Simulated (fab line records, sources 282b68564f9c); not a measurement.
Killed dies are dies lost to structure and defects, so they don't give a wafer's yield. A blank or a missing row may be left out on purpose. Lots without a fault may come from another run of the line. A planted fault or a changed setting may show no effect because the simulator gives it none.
fab line records | flow rit_cmos
record lots=14 wafers=42 last_day=7
route steps=202 shown PLDD@117
lots that met no fault: from a run of the same line without faults
start_h: hours from the record's first day to the start of the lot's first wafer shown | wait_h: hours since the lot's step before | " the same as in the row above | L1.1+2: a row that stands for several wafers | - no value, or no start given | * or withheld: withheld | < > ~ a bound
route shown NAME@n: a module of which the file shows steps, and the number in the route of the first | usual: mean/standard deviation of fault-free wafers | same: alike in all rows | chamber/n: place in a boat | sites: the reading at each site | _std_site: their standard deviation | _edge_site: outer sites' mean less inner sites' | radius_mm: how far each site lies from the wafer's centre | mask NAME#n: copy n | behind: the tool/chamber that last shaped the wafer | hold: why the lot was held/for how many hours/how that ended | device: the transistor (n, p or np) that didn't switch | end of line: the same wafers' tests at the end of the route | a step without rows: its recipe alone | killed: dies lost to structure and defects at the first sort, not the wafer's yield | map: a wafer's dies, x killed, . not, _ none there
set.NAME: the setting as run; set.NAME@STEP: as run at that earlier step | model.NAME: the simulator's own value behind a step, which no gauge read
steps of the route over a sample of lots; a table a step, a row a wafer
services: from which hour (start_h, from the record's first day; less than 0 if before it) a tool's chamber was out of use, for how many hours, and why
## steps
# step RIT_PLDD_EXPOSE_03
# recipe mask_id=M8 na=0.57 target_cd_nm=40900 dose_mj=250
# usual exposure_dose_mJ_cm2=250.00/0.23 focus_offset_nm=-0.1/0.53 stage_vel_mm_s=499.99/0.25
# columns lot.wafer tool chamber start_h wait_h mask exposure_dose_mJ_cm2 focus_offset_nm stage_vel_mm_s
L343.1 iline_stepper-01 0 52.68 0.1 M8#0 250.07 -0.4 500.29
L343.3 " 0 " " M8#0 250.12 -0.4 499.90
L343.6 " 0 " " M8#0 250.13 -0.3 500.20
L345.2 iline_stepper-01 0 59.07 0.2 M8#0 250.23 0.0 499.69
L345.5 " 0 " " M8#0 250.50 0.6 500.02
L345.6 " 0 " " M8#0 250.00 -0.9 499.70
L349.1 iline_stepper-01 0 77.21 0.1 M8#0 249.96 -1.1 500.27
L349.3 " 0 " " M8#0 249.67 -0.9 499.87
L349.5 " 0 " " M8#0 249.86 -1.2 500.03
L350.4 iline_stepper-01 0 83.12 0.1 M8#0 250.12 0.7 499.48
L350.5 " 0 " " M8#0 250.09 0.7 500.01
L350.6 " 0 " " M8#0 250.23 0.1 500.13
L351.1 iline_stepper-02 0 85.25 0.2 M8#0 249.86 0.0 499.86
L351.4 " 0 " " M8#0 250.30 0.6 499.97
L351.6 " 0 " " M8#0 249.57 -0.1 500.35
L352.1 iline_stepper-01 - 93.12 0.2 M8#0 - - -
L352.4 " - " " M8#0 - - -
L352.6 " - " " M8#0 - - -
L353.2 iline_stepper-02 - 97.93 0.2 M8#0 - - -
L353.4 " - " " M8#0 - - -
L353.6 " - " " M8#0 - - -
L358.2 iline_stepper-01 0 123.49 0.1 M8#0 250.06 0.4 500.03
L358.5 " 0 " " M8#0 250.12 0.5 499.80
L358.6 " 0 " " M8#0 249.94 0.0 499.88
L359.2 iline_stepper-01 0 127.91 0.1 M8#0 249.98 0.1 500.01
L359.5 " 0 " " M8#0 249.72 0.2 500.19
L359.6 " 0 " " M8#0 249.71 0.7 499.76
L362.1 iline_stepper-02 0 139.89 0.1 M8#0 249.98 0.8 499.95
L362.2 " 0 " " M8#0 250.02 0.5 500.00
L362.4 " 0 " " M8#0 249.66 -0.2 500.07
L363.3 iline_stepper-01 0 144.31 0.2 M8#0 249.66 -0.5 500.11
L363.4 " 0 " " M8#0 250.11 0.1 500.29
L363.6 " 0 " " M8#0 249.69 -0.2 500.21
L364.2 iline_stepper-02 0 149.75 0.2 M8#0 250.40 -0.2 499.74
L364.3 " 0 " " M8#0 250.10 -0.2 499.62
L364.4 " 0 " " M8#0 250.58 -0.7 500.08
L365.2 iline_stepper-02 0 158.08 0.1 M8#0 249.83 0.0 499.92
L365.5 " 0 " " M8#0 249.92 0.7 500.33
L365.6 " 0 " " M8#0 249.80 -0.1 500.24
L366.1 iline_stepper-01 0 162.19 0.2 M8#0 249.63 -0.3 500.07
L366.4 " 0 " " M8#0 250.08 -0.7 500.24
L366.6 " 0 " " M8#0 249.88 -1.2 499.70
## services
# columns tool chamber start_h hours kind
iline_stepper-01 - 49.53 1.7 pm
iline_stepper-01 - 71.82 3.2 repair
iline_stepper-01 - 94.47 6.9 repair
iline_stepper-01 0 138.15 - calibration
iline_stepper-02 0 153.27 - calibration
## key
first_sign step=RIT_PLDD_EXPOSE_03 reading=tool_record direction=missing
effect none on later readings
met_at RIT_PLDD_EXPOSE_03
struck_lots L352,L353
sort_left_out L352.1,L352.4,L352.6,L353.2,L353.4,L353.6
tester_left_out L352,L353
onset_between 85.25 93.12
fault kind=skipped_step_whole tool=iline_stepper-01,iline_stepper-02 chamber=- onset_h=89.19 steps=RIT_PLDD_EXPOSE_03 scope=struck_lots_only
# tester_left_out: of these lots the tester's yield and bins aren't shown, on N5 and GAA mostly nor the transistor test; their killed dies are dies lost to structure and defects alone, not to doping, threshold or leakage, so they don't give the yield
# sort_left_out: the simulated sort isn't trusted on such a fault, so these wafers' sort isn't shown, and their yield isn't known
